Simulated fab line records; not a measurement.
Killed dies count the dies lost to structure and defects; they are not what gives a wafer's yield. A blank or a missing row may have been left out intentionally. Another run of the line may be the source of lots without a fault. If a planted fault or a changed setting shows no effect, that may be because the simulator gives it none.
Code-filled problem report in 8D (eight disciplines) form :: flow berkeley cmos170 :: the parts of the form that need people (team, actions taken, sign-off) are left out

1. WHAT IS WRONG
Across 6 wafers from 2 lots, PVT_TW at UCB170_PVT_TW_MEAS_09 averages 476.0, while fault-free wafers read 506.8 with a standard deviation of 2.7. Measured from the usual mean, that is -11 standard deviations.
First observed at day 11 04:12: wafer L480.1, on film metro-02. The record holds 42 wafers of 14 lots with a number at this step. Rule for "out", or "out of limits": more than 4 standard deviations from the usual mean. The other wafers with a number count as sound.

2. WHAT IT IS, WHAT IT ISN'T
question: which readings at this step
is: PVT_TW
is not: -

question: which lots
is: L480, L485
is not: L462, L465, L466, L467, L468, L470, L471, L472, L473, L475, L477, L479

question: which wafers of those lots
is: all that have a number
is not: -

question: read on which gauges
is: film metro-02, film metro-03
is not: film metro-04

question: when
is: from day 11 04:12
is not: up to then (36 sound wafers)

3. THE SUSPECTS, EACH WITH WHAT RULES IT OUT
Counting: a tool at any process step up to the reading remains a suspect when it ran all the lots that are out and ran no sound lot after the first of those.
- ruled out: the gauge at UCB170_PVT_TW_MEAS_09. Those wafers that are out were read across 2 gauges (film metro-02, film metro-03).
- implanter-04 at UCB170_PVT_IMPLANT_07: kept. It ran every lot that is out, first L480 (day 11 03:57), and no sound lot after that; its last sound lot up to then is L472 (day 9 09:33). Its own dose ions cm2, faraday current uA readings are out on those wafers.
The count leaves implanter-04 at UCB170_PVT_IMPLANT_07.

4. THE CAUSE (what the simulator had put in)
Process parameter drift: implanter-04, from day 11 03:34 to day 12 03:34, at UCB170_PVT_IMPLANT_07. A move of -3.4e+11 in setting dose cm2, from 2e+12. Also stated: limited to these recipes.
Only this tool survived the counting.

5. SEQUENCE OF EFFECTS, ordered by route
Each row: a reading where the mean over the struck wafers with a number is more than 3 standard deviations away from the usual. Readings are gone through only where the record gives a usual standard deviation; hours: the median, over the lots, of the time from a lot's start at the first step in this table giving one to that lot's start at this step; sigmas: the change measured in usual standard deviations.
hours: 0
step: UCB170_PVT_IMPLANT_07
reading: dose ions cm2
usual: 1.9997e+12
on struck wafers: 1.6593e+12
change: -3.4038e+11
sigmas: -99 or more

hours: 0
step: UCB170_PVT_IMPLANT_07
reading: faraday current uA
usual: 6.34
on struck wafers: 5.23
change: -1.11
sigmas: -9.2

hours: 0
step: UCB170_PVT_TW_MEAS_09
reading: PVT_TW
usual: 506.8
on struck wafers: 476.0
change: -30.8
sigmas: -11
Its process steps:
- UCB170_PVT_IMPLANT_07

6. HOW IT WOULD HAVE BEEN CAUGHT EARLIER
In this record the first reading out of limits at a measuring or inspecting step was taken at day 11 04:12, 1 hour after the fault began at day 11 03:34.
The tool's own readings at UCB170_PVT_IMPLANT_07 were out on every struck wafer that the step has a row for (dose ions cm2, faraday current uA): an alarm limit on them would have fired on the first of those.
Of the lots that are out (2), L485 began UCB170_PVT_IMPLANT_07 on implanter-04 after day 11 04:12. It would have been spared by a hold on the tool at that moment.
